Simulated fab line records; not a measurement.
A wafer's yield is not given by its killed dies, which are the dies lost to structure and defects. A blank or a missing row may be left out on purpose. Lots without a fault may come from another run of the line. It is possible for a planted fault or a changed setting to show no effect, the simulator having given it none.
Matching of chambers | flow berkeleyCmos170 | UCB170_GATE_ETCH_15 on rieSi-01 has 4 sister chambers
The step etches poly-Si in HBr/Cl2, stops on SiO2, time 56.3 s, target depth 278.2 nm. 16 wafers are shown with their chamber, then 8 later ones without.

WAFERS PAIRED WITH THEIR CHAMBERS
wafer  | chamber | throttleValvePct (%) | drypumpMotorCurrentA (A) | oesProductAu (a.u.)
L435.3 | 1       | 26.57                | 5.84                     | 0.818
L435.4 | 1       | 26.55                | 5.84                     | 0.823
L435.5 | 2       | 26.25                | 5.43                     | 0.857
L447.4 | 1       | 26.54                | 5.83                     | 0.808
L447.5 | 1       | 26.56                | 5.84                     | 0.801
L447.6 | 2       | 26.24                | 5.43                     | 0.846
L446.1 | 2       | 26.24                | 5.41                     | 0.838
L446.3 | 0       | 26.96                | 6.05                     | 0.836
L446.6 | 3       | 26.47                | 6.15                     | 0.824
L452.2 | 1       | 26.56                | 5.83                     | 0.800
L452.3 | 3       | 26.47                | 6.14                     | 0.821
L452.4 | 2       | 26.24                | 5.47                     | 0.835
L453.2 | 1       | 26.56                | 5.83                     | 0.819
L453.5 | 1       | 26.55                | 5.82                     | 0.815
L453.6 | 0       | 26.95                | 6.03                     | 0.838
L450.1 | 3       | 26.47                | 6.15                     | 0.806

SIGNATURES (means of the wafers above)
reading              | chamber 0 | chamber 1 | chamber 2 | chamber 3 | scatter within a chamber
throttleValvePct     | 26.9550   | 26.5557   | 26.2425   | 26.4700   | 0.00762
drypumpMotorCurrentA | 6.0400    | 5.8329    | 5.4350    | 6.1467    | 0.0145
oesProductAu         | 0.83700   | 0.81200   | 0.84400   | 0.81700   | 0.00901
Rule: a wafer's distance from a chamber is the root of the sum, over the readings, of the square of ((its reading less the chamber's mean) divided by the reading's scatter). If the next closest chamber is less than 2 further off than the closest, the wafer can't be placed; otherwise it belongs to the closest. The scatter: the root of (the sum of the squares of (reading less its chamber's mean) over the shown wafers, divided by (wafers less chambers)).

WAFERS WHOSE CHAMBER IS MISSING
wafer  | throttleValvePct (%) | drypumpMotorCurrentA (A) | oesProductAu (a.u.)
L450.2 | 26.57                | 5.84                     | 0.794
L450.5 | 26.54                | 5.83                     | 0.798
L454.1 | 26.95                | 6.10                     | 0.822
L454.4 | 26.47                | 6.11                     | 0.803
L454.5 | 26.26                | 5.42                     | 0.825
L456.2 | 26.55                | 5.84                     | 0.806
L456.3 | 26.24                | 5.41                     | 0.844
L456.5 | 26.49                | 6.14                     | 0.825

CHAMBER TAKEN BY EACH
wafer  | from the rows above | in truth
L450.2 | 1                   | 1
L450.5 | 1                   | 1
L454.1 | 0                   | 0
L454.4 | 3                   | 3
L454.5 | 2                   | 2
L456.2 | 1                   | 1
L456.3 | 2                   | 2
L456.5 | 3                   | 3
Placed correctly: 8 of 8. Not placeable from these rows: 0. Number placed wrongly: 0.
